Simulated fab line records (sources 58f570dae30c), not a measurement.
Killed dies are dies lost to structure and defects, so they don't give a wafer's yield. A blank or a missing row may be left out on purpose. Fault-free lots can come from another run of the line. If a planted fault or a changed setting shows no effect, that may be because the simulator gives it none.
8D (eight disciplines) problem report, filled in by code / flow berkeley-cmos170 / the parts of the form that need people (team, actions taken, sign-off) are left out

## 1. WHAT WENT WRONG
Across 6 wafers from 2 lots, NSD_RS at UCB170_SDANNEAL_RS_MEAS_03 averages 35.66 ohm/sq, while fault-free wafers read 37.29 ohm/sq with a standard deviation of 0.072. That is -23 standard deviations from the usual mean.
The step: measures by four-point-probe.
First observed at day 11 09:45: wafer L918.1, on film-metro-02. Wafers with a number at this step in the record: 18, from 6 lots. By rule, "out" or "out of limits" means more than 4 standard deviations away from the usual mean. Any other wafer with a number is counted as sound.

## 2. WHAT IT IS AND WHAT IT IS NOT
question=which readings at this step | is=NSD_RS | is not=-
question=which lots | is=L918, L920 | is not=L903, L904, L905, L923
question=which wafers of those lots | is=all that have a number | is not=-
question=read on which gauges | is=film-metro-02, film-metro-03 | is not=film-metro-04
question=when | is=from day 11 09:45 | is not=up to then (9 sound wafers); but 3 sound wafers of L923 came after

## 3. THE SUSPECTS, EACH WITH WHAT RULES IT OUT
Counting: a tool at any process step up to the reading remains a suspect when it ran all the lots that are out and ran no sound lot after the first of those.
- the gauge at UCB170_SDANNEAL_RS_MEAS_03: ruled out. Those wafers that are out were read across 2 gauges (film-metro-02, film-metro-03).
- implanter-04 at UCB170_NSD_IMPLANT_08: kept. All lots that are out passed through it, beginning with L918 at day 11 08:17, and no sound lot followed; its final sound lot before that point was L904 at day 8 17:37. Its own dose-ions-cm2 readings are out on those wafers.
- plasma-asher-01 at UCB170_BACKSIDE_STRIP_03 (strips in O2): kept. All lots that are out passed through it, beginning with L918 at day 11 09:14, and no sound lot followed; its final sound lot before that point was L905 at day 9 08:32.
Left after counting: implanter-04 at UCB170_NSD_IMPLANT_08, plasma-asher-01 at UCB170_BACKSIDE_STRIP_03.

## 4. THE CAUSE (what the simulator had put in)
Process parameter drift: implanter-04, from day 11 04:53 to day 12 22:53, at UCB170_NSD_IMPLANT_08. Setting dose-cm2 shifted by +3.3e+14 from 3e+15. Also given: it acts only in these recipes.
Of the 2 suspects that counting leaves, this tool is one.

## 5. THE EFFECT CHAIN, in route order
Each row: a reading where the mean over the struck wafers with a number is more than 3 standard deviations away from the usual. Readings are gone through only where the record gives a usual standard deviation; hours: the median, over the lots, of the time from a lot's start at the first step in this table giving one to that lot's start at this step; sigmas: the change measured in usual standard deviations.
hours=0; step=UCB170_NSD_IMPLANT_08; reading=dose-ions-cm2; usual=3e+15; on struck wafers=3e+15; change=+3e+14; sigmas=+99 or more
hours=0; step=UCB170_NSD_IMPLANT_08; reading=faraday-current-uA; usual=9259; on struck wafers=10115; change=+856; sigmas=+4.5
hours=0; step=UCB170_NSD_STRIP_09; reading=strip-time-to-endpoint-s; usual=35.81 s; on struck wafers=36.87; change=+1.06; sigmas=+13
hours=1; step=UCB170_SDANNEAL_RS_MEAS_03; reading=NSD_RS; usual=37.29 ohm/sq; on struck wafers=35.66; change=-1.63; sigmas=-23
The process steps in it:
- UCB170_NSD_IMPLANT_08
- UCB170_NSD_STRIP_09: strips in O2.
Later measuring or inspecting steps at which every struck wafer that the step has a row for has a number for every such reading, and none has moved that far: UCB170_SDANNEAL_RS_MEAS_04.

## 6. WHAT WOULD HAVE CAUGHT IT SOONER
5 hours passed between the start of the fault at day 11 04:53 and the first reading out of limits at a measuring or inspecting step in this record, taken at day 11 09:45.
The tool's own readings at UCB170_NSD_IMPLANT_08 were out on every struck wafer that the step has a row for (dose-ions-cm2): an alarm limit on them would have fired on the first of those.
Lots out: 2; of these, L920 started UCB170_NSD_IMPLANT_08 on implanter-04 after day 11 09:45. Putting the tool on hold at that point would have spared it.
